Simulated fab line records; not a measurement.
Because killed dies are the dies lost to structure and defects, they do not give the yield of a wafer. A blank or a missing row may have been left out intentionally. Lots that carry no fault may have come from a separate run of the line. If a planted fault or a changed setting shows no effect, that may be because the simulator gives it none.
A single fault, viewed from 2 desks ; flow rit_cmos ; what lay behind the numbers comes last; until then each desk has only its own

== FOR THE TOOL OWNER'S DESK: rie_metal-01 ==
The tool's own readings at RIT_M1_METAL_ETCH_12 (etches Al in Cl2/BCl3, stops on SiO2, time 165 s, target depth 600 nm): means of the sampled wafers that have a number, for each lot that ran on this tool. Any lot whose mean is over 4 standard deviations away from the usual mean is out of limits and marked OUT; that distance is given in the brackets.
Columns: A = drypump_motor_current_A at RIT_M1_METAL_ETCH_12, usual 5.8 A; B = oes_product_au at RIT_M1_METAL_ETCH_12, usual 0.779 a.u.; C = rf_fwd_power_W at RIT_M1_METAL_ETCH_12, usual 248.9 W; D = throttle_valve_pct at RIT_M1_METAL_ETCH_12, usual 8.31 %
lot;first seen here;A;B;C;D
L671;day 3 13:26;5.6;0.777;248.9;8.29
L674;day 3 23:57;6.0;0.770;248.9;8.31
L680;day 5 10:59;5.3;0.771;248.0;8.29
L683;day 6 00:43;5.6;0.782;249.6;8.29
L688;day 6 23:29;5.3;0.769;215.1 (-43) OUT;8.30
L690;day 7 09:22;5.3;0.769;215.4 (-43) OUT;8.30
This desk's verdict: out of limits on L688, L690, starting with L688 at day 6 23:29 (rf_fwd_power_W at RIT_M1_METAL_ETCH_12). Within limits: L671, L674, L680, L683.

== METROLOGY DESK ==
Lot by lot, what the gauges showed, no matter which tool ran the lot: averages of those sampled wafers that carry a number. Any lot whose mean is over 4 standard deviations away from the usual mean is out of limits and marked OUT; that distance is given in the brackets.
Columns: A = cd_nm at RIT_M1_CD_MEAS_90, usual 2600.1 nm
lot;first seen here;A
L671;day 3 13:58;2600.1
L674;day 4 00:28;2596.6
L678;day 5 01:25;2601.9
L679;day 5 08:13;2599.9
L680;day 5 11:29;2598.9
L682;day 5 18:22;2598.0
L683;day 6 01:13;2597.8
L684;day 6 08:11;2603.1
L685;day 6 12:58;2598.5
L687;day 6 20:25;2599.6
L688;day 7 00:00;2603.7
L689;day 7 06:43;2596.7
L690;day 7 09:52;2603.5
L694;day 8 17:40;2602.8
Result from this desk: across the 14 lots, nothing is out of limits.

== BROUGHT TOGETHER ==
At day 6 23:29, on L688, L690, the tool owner's desk was in a position to raise an alarm.
The metrology desk saw nothing out of limits.
The metrology desk has L688, L690 on record, within its limits.
Every lot named ran RIT_M1_METAL_ETCH_12 on rie_metal-01.

== WHAT THE SIMULATOR PUT IN ==
rie_metal-01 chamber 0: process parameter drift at RIT_M1_METAL_ETCH_12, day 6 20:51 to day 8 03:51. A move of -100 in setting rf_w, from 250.
Shown lots that were struck: L688, L690.
Each desk's first reading out of limits, in hours after the fault started: the tool owner's desk, 3.
